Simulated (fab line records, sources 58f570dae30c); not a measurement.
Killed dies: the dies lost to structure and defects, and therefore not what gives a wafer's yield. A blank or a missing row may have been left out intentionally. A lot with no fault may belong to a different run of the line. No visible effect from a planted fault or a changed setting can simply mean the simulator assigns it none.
Chamber matching | flow berkeleyCmos170 | 3 sister chambers for UCB170_V1_CVD_00 on pecvd-03
The step deposits SiO2 from TEOS/O2, target thk 2000 nm, time 250 s. 6 wafers are shown with their chamber, then 11 later ones without.

== WAFERS PAIRED WITH THEIR CHAMBERS ==
wafer  | chamber | heaterPowerW (W)
L079.5 | 0       | 210
L082.3 | 0       | 301
L086.1 | 2       | 238
L086.2 | 1       | 282
L086.6 | 1       | 193
L089.2 | 2       | 289

== WAFERS WITHOUT THEIR CHAMBER ==
wafer  | heaterPowerW (W)
L089.3 | 249
L089.5 | 295
L092.1 | 201
L092.2 | 288
L092.5 | 267
L095.2 | 263
L095.5 | 310
L095.6 | 285
L097.2 | 248
L097.3 | 283
L097.6 | 201

== CHAMBER TAKEN BY EACH ==
wafer  | from the rows above          | in truth
L089.3 | can't be placed: 0 or 1 or 2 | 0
L089.5 | can't be placed: 2 or 0 or 1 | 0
L092.1 | can't be placed: 1 or 0 or 2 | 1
L092.2 | can't be placed: 2 or 0 or 1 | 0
L092.5 | can't be placed: 2 or 0 or 1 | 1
L095.2 | can't be placed: 2 or 0 or 1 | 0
L095.5 | can't be placed: 2 or 0 or 1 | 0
L095.6 | can't be placed: 2 or 0 or 1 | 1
L097.2 | can't be placed: 0 or 1 or 2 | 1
L097.3 | can't be placed: 2 or 0 or 1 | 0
L097.6 | can't be placed: 1 or 0 or 2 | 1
Placed correctly: 0 of 11. Unplaceable from these rows: 11, with the true chamber sitting among the candidates in 11. 0 placed wrongly.
How it was worked out, from the rows above alone: a wafer's distance from a chamber is the root of the sum, over the readings, of the square of ((its reading less the chamber's mean) divided by the reading's scatter). The wafer belongs to the nearest chamber; if the next one is less than 2 further off, it can't be placed. The mean given for a chamber averages the wafers shown for that chamber. The scatter: the root of (the sum of the squares of (reading less its chamber's mean) over the shown wafers, divided by (wafers less chambers)).
